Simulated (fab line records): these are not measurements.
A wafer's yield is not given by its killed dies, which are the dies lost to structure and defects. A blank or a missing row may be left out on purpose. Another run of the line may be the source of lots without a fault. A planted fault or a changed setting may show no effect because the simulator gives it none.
The tool behind it: which one? || flow rit cmos || 39 wafers from 13 lots sampled at 2 of the route's 202 steps

WHAT THE GAUGES READ, wafer by wafer
Not one reading of a measure or inspect step in the record can be checked against a usual standard deviation.

WHAT TOOL EACH LOT RAN ON (gives the tool, then ch and the chambers of the sampled wafers, and finally the start)
{"lot": "L851", "RIT_SILICIDE_WET_ETCH_00": "wet bench-03 ch 3, day 3 04:08", "RIT_M1_PROBE_99": "-"}
{"lot": "L852", "RIT_SILICIDE_WET_ETCH_00": "wet bench-01 ch 0, day 3 08:37", "RIT_M1_PROBE_99": "-"}
{"lot": "L854", "RIT_SILICIDE_WET_ETCH_00": "wet bench-03 ch 1, day 3 22:51", "RIT_M1_PROBE_99": "-"}
{"lot": "L855", "RIT_SILICIDE_WET_ETCH_00": "wet bench-03 ch 2, day 4 01:52", "RIT_M1_PROBE_99": "-"}
{"lot": "L859", "RIT_SILICIDE_WET_ETCH_00": "wet bench-04 ch 0, day 4 20:23", "RIT_M1_PROBE_99": "-"}
{"lot": "L862", "RIT_SILICIDE_WET_ETCH_00": "wet bench-03 ch 0, day 5 14:49", "RIT_M1_PROBE_99": "-"}
{"lot": "L864", "RIT_SILICIDE_WET_ETCH_00": "wet bench-03 ch 0, day 6 01:43", "RIT_M1_PROBE_99": "prober-02, day 6 09:03"}
{"lot": "L866", "RIT_SILICIDE_WET_ETCH_00": "wet bench-04 ch 2, day 6 10:14", "RIT_M1_PROBE_99": "-"}
{"lot": "L867", "RIT_SILICIDE_WET_ETCH_00": "wet bench-03 ch 1, day 6 15:17", "RIT_M1_PROBE_99": "prober-01, day 6 22:13"}
{"lot": "L870", "RIT_SILICIDE_WET_ETCH_00": "wet bench-01 ch 1, day 7 06:53", "RIT_M1_PROBE_99": "-"}
{"lot": "L871", "RIT_SILICIDE_WET_ETCH_00": "wet bench-01 ch 3, day 7 09:35", "RIT_M1_PROBE_99": "prober-01, day 7 17:02"}
{"lot": "L872", "RIT_SILICIDE_WET_ETCH_00": "wet bench-04 ch 3, day 7 15:00", "RIT_M1_PROBE_99": "-"}
{"lot": "L874", "RIT_SILICIDE_WET_ETCH_00": "wet bench-01 ch 3, day 8 04:05", "RIT_M1_PROBE_99": "-"}
- RIT_SILICIDE_WET_ETCH_00: etches SiO2 in BOE, target depth 14 nm, time 15 s.
- RIT_M1_PROBE_99

WHAT THE TOOLS THEMSELVES READ (means of the sampled wafers that have a number; where no wafer has one, the mark that the record gives instead)
RIT_M1_PROBE_99.
{"lot": "L864", "tool": "prober-02", "killed at contacts": 0.0, "killed at front end": 42, "killed dies": 42, "killed on rim": 10.3, "killed open": 3.3, "killed short": 5.3}
{"lot": "L867", "tool": "prober-01", "killed at contacts": 0.0, "killed at front end": 8, "killed dies": 8, "killed on rim": 1.7, "killed open": 4.7, "killed short": 3.7}
{"lot": "L871", "tool": "prober-01", "killed at contacts": 0.0, "killed at front end": 5, "killed dies": 5, "killed on rim": 2.7, "killed open": 3.0, "killed short": 2.0}

THE ANSWER, worked out from the rows above alone
Rule: usual is defined by the lots themselves. Put in order of their means at a reading, lots are off if they are a third of the lots or fewer, leave a main group of 4 or more, and stand apart from it by a gap of 3 or more times the standard deviation of the main group's means; of several such gaps the widest counts. A main group is skipped when, at the precision printed for the reading in the tables above, its means are all equal. A lot without any number at a reading at which 4 lots or more have one is off too. All remaining lots with rows at the step are treated as sound. After the gauges, taken in route order, come the tools' own readings; for these a lot's mean is taken, as printed above. At the first step where some lot is off, the reading lying furthest off is the one used; lots without a number count as furthest.
No lot is off on any of the readings shown, so nothing can be concluded from this.

WHAT THE SIMULATOR HAD INSERTED
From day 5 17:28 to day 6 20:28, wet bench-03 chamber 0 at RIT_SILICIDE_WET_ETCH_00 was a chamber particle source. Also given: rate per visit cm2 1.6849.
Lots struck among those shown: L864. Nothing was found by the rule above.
